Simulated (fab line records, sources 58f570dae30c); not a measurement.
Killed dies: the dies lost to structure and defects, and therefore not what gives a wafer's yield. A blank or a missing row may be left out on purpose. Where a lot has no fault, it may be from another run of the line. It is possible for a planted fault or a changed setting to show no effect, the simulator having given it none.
The tool behind it: which one? | flow berkeley-cmos170 | 42 wafers from 14 lots sampled at 2 of the route's 331 steps

== WHAT EACH GAUGE READ, for each wafer ==
The record lacks any reading of a measuring or inspecting step that a usual standard deviation could be used to judge.

== TOOL THAT RAN EACH LOT (tool first, then ch and the chambers of the sampled wafers, then the start) ==
lot  | UCB170_M2_COAT_05                 | UCB170_M2_STRIP_07
L630 | litho-track-01 ch 0, day 8 12:34  | plasma-asher-04 ch 0,1, day 8 12:50
L632 | litho-track-01 ch 0, day 8 20:11  | plasma-asher-04 ch 0,1, day 8 20:28
L631 | litho-track-01 ch 0, day 8 23:00  | plasma-asher-02 ch 0, day 8 23:18
L633 | litho-track-03 ch 0, day 9 10:42  | plasma-asher-03 ch 0,1, day 9 10:59
L634 | litho-track-03 ch 0, day 9 11:45  | plasma-asher-03 ch 0, day 9 12:03
L637 | litho-track-01 ch 0, day 10 04:39 | plasma-asher-04 ch 0,1, day 10 04:57
L642 | litho-track-03 ch 0, day 11 16:29 | plasma-asher-02 ch 0,1, day 11 16:47
L643 | litho-track-03 ch 0, day 12 02:48 | plasma-asher-03 ch 0,1, day 12 03:04
L648 | litho-track-02 ch 0, day 13 13:16 | plasma-asher-02 ch 0,1, day 13 13:32
L645 | litho-track-03 ch 0, day 13 13:17 | plasma-asher-04 ch 0,1, day 13 13:34
L646 | litho-track-03 ch 0, day 13 13:46 | plasma-asher-02 ch 0,1, day 13 14:03
L650 | litho-track-02 ch 0, day 13 14:35 | plasma-asher-03 ch 0,1, day 13 14:53
L651 | litho-track-02 ch 0, day 14 14:02 | plasma-asher-02 ch 0,1, day 14 14:20
L653 | litho-track-01 ch 0, day 15 03:59 | plasma-asher-03 ch 0,1, day 15 04:17
- UCB170_M2_COAT_05: resist thk 900 nm.
- UCB170_M2_STRIP_07: strips in O2.

== WHAT THE TOOLS THEMSELVES READ (means of the sampled wafers that have a number; where no wafer has one, the mark that the record gives instead) ==
UCB170_M2_COAT_05.
lot  | tool           | spin-speed-rpm (rpm)
L630 | litho-track-01 | 1500.0
L632 | litho-track-01 | 1499.2
L631 | litho-track-01 | 1592.5
L633 | litho-track-03 | 1500.5
L634 | litho-track-03 | 1498.4
L637 | litho-track-01 | 1592.2
L642 | litho-track-03 | 1499.7
L643 | litho-track-03 | 1500.7
L648 | litho-track-02 | 1501.2
L645 | litho-track-03 | 1500.5
L646 | litho-track-03 | 1500.0
L650 | litho-track-02 | 1499.4
L651 | litho-track-02 | 1499.5
L653 | litho-track-01 | 1500.1

UCB170_M2_STRIP_07.
lot  | tool            | drypump-motor-current-A (A) | oes-product-au (a.u.) | strip-time-to-endpoint-s (s)
L630 | plasma-asher-04 | 5.7                         | 0.734                 | 21.93
L632 | plasma-asher-04 | 5.7                         | 0.732                 | 21.94
L631 | plasma-asher-02 | 5.2                         | 0.732                 | 21.18
L633 | plasma-asher-03 | 6.1                         | 0.737                 | 21.91
L634 | plasma-asher-03 | 6.5                         | 0.731                 | 21.93
L637 | plasma-asher-04 | 5.3                         | 0.733                 | 21.34
L642 | plasma-asher-02 | 5.5                         | 0.733                 | 21.85
L643 | plasma-asher-03 | 6.2                         | 0.735                 | 21.89
L648 | plasma-asher-02 | 5.8                         | 0.734                 | 21.94
L645 | plasma-asher-04 | 5.4                         | 0.732                 | 21.94
L646 | plasma-asher-02 | 5.8                         | 0.732                 | 21.95
L650 | plasma-asher-03 | 5.9                         | 0.733                 | 22.01
L651 | plasma-asher-02 | 5.5                         | 0.731                 | 22.00
L653 | plasma-asher-03 | 6.2                         | 0.735                 | 21.86

== THE ANSWER, worked out from the rows above alone ==
Rule: usual is defined by the lots themselves. Put in order of their means at a reading, lots are off if they are a third of the lots or fewer, leave a main group of 4 or more, and stand apart from it by a gap of 3 or more times the standard deviation of the main group's means; of several such gaps the widest counts. A main group whose means are all the same, to the digits that the tables above print for the reading, isn't used. A lot without any number at a reading at which 4 lots or more have one is off too. The other lots that the step has rows for count as sound. First the gauges in route order, then the tools' own readings, where a lot's mean is used as printed above. At the first step where some lot is off, the reading lying furthest off is the one used; lots without a number count as furthest.
Off, at UCB170_M2_COAT_05 on spin-speed-rpm: L631, L637. The main group: mean 1499.9 rpm, standard deviation 0.72.
A tool fits if, at that step or a process step before it, it ran every lot that is off, and no sound lot after the first of them. Not one of the candidates tried fits.

== WHAT THE SIMULATOR PUT IN ==
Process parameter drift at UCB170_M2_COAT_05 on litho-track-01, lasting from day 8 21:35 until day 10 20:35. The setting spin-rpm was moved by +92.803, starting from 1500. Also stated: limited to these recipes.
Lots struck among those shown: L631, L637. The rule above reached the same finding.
